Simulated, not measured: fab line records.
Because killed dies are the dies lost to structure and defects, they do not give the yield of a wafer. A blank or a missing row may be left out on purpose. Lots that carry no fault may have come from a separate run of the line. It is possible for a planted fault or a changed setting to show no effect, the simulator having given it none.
Matching of chambers	flow berkeley cmos170	cmp-01 running UCB170_V1_CMP_02: 4 sister chambers
The step polishes SiO2. 4 wafers are shown with their chamber, then 7 later ones without.

== WAFERS, EACH WITH ITS CHAMBER ==
wafer	chamber	motor current A (A)
L393.1	0	14.2
L393.5	3	12.3
L394.1	1	17.5
L394.3	2	15.2

== WAFERS WHOSE CHAMBER IS MISSING ==
wafer	motor current A (A)
L394.4	13.0
L397.1	14.7
L397.4	18.5
L397.5	15.6
L400.3	12.5
L400.4	17.7
L400.6	17.5

== EACH ONE'S CHAMBER ==
wafer	from the rows above	in truth
L394.4	can't be placed: 3 or 0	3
L397.1	can't be placed: 0 or 2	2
L397.4	1	1
L397.5	can't be placed: 2 or 0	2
L400.3	3	3
L400.4	1	1
L400.6	1	1
Placed correctly: 4 of 7. Not placeable from these rows: 3 (in 3, the candidates include the true chamber). Wrongly placed: 0.
How it was worked out, from the rows above alone: a wafer's distance from a chamber is the root of the sum, over the readings, of the square of ((its reading less the chamber's mean) divided by the reading's scatter). If the next closest chamber is less than 2 further off than the closest, the wafer can't be placed; otherwise it belongs to the closest. The mean given for a chamber averages the wafers shown for that chamber. The scatter: root of mean squared gap, hidden wafer to nearest shown wafer, with one shown wafer a chamber.
